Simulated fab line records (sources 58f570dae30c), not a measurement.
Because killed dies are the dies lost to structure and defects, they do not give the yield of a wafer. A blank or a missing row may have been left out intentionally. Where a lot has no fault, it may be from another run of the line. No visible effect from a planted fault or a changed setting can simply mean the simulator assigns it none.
Chamber matching / flow berkeley_cmos170 / UCB170_V2_CVD_00 on pecvd-01: 3 sister chambers
The step deposits SiO2 from TEOS/O2, target thk 2000 nm, time 250 s. 6 wafers are shown with their chamber, then 9 later ones without.

## EACH WAFER AND ITS CHAMBER
wafer=L085.3; chamber=0; heater_power_w (W)=313; susceptor_temp_C (C)=390.24
wafer=L084.1; chamber=1; heater_power_w (W)=369; susceptor_temp_C (C)=389.83
wafer=L084.6; chamber=2; heater_power_w (W)=300; susceptor_temp_C (C)=390.38
wafer=L088.1; chamber=1; heater_power_w (W)=348; susceptor_temp_C (C)=389.93
wafer=L088.4; chamber=0; heater_power_w (W)=222; susceptor_temp_C (C)=390.07
wafer=L088.5; chamber=2; heater_power_w (W)=291; susceptor_temp_C (C)=390.05

## WAFERS WITH NO CHAMBER GIVEN
wafer=L092.4; heater_power_w (W)=388; susceptor_temp_C (C)=389.99
wafer=L092.5; heater_power_w (W)=290; susceptor_temp_C (C)=390.02
wafer=L092.6; heater_power_w (W)=313; susceptor_temp_C (C)=389.99
wafer=L094.1; heater_power_w (W)=282; susceptor_temp_C (C)=390.34
wafer=L094.4; heater_power_w (W)=218; susceptor_temp_C (C)=389.97
wafer=L094.5; heater_power_w (W)=288; susceptor_temp_C (C)=389.76
wafer=L095.1; heater_power_w (W)=352; susceptor_temp_C (C)=390.05
wafer=L095.3; heater_power_w (W)=310; susceptor_temp_C (C)=389.79
wafer=L095.5; heater_power_w (W)=287; susceptor_temp_C (C)=390.03

## THE CHAMBER EACH PASSED THROUGH
wafer=L092.4; from the rows above=can't be placed: 1 or 2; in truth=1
wafer=L092.5; from the rows above=can't be placed: 0 or 2 or 1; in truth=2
wafer=L092.6; from the rows above=can't be placed: 1 or 2 or 0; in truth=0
wafer=L094.1; from the rows above=can't be placed: 2 or 0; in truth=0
wafer=L094.4; from the rows above=can't be placed: 0 or 2 or 1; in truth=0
wafer=L094.5; from the rows above=can't be placed: 1 or 0 or 2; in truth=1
wafer=L095.1; from the rows above=can't be placed: 1 or 2 or 0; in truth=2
wafer=L095.3; from the rows above=can't be placed: 1 or 0 or 2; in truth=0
wafer=L095.5; from the rows above=can't be placed: 0 or 2 or 1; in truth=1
Correct placement for 0 of the 9. Can't be placed from these rows: 9 (the true chamber is among the candidates in 9). Placed wrongly: 0.
How it was worked out, from the rows above alone: a wafer's distance from a chamber is the root of the sum, over the readings, of the square of ((its reading less the chamber's mean) divided by the reading's scatter). The wafer belongs to the nearest chamber; if the next one is less than 2 further off, it can't be placed. The mean given for a chamber averages the wafers shown for that chamber. The scatter: the root of (the sum of the squares of (reading less its chamber's mean) over the shown wafers, divided by (wafers less chambers)).
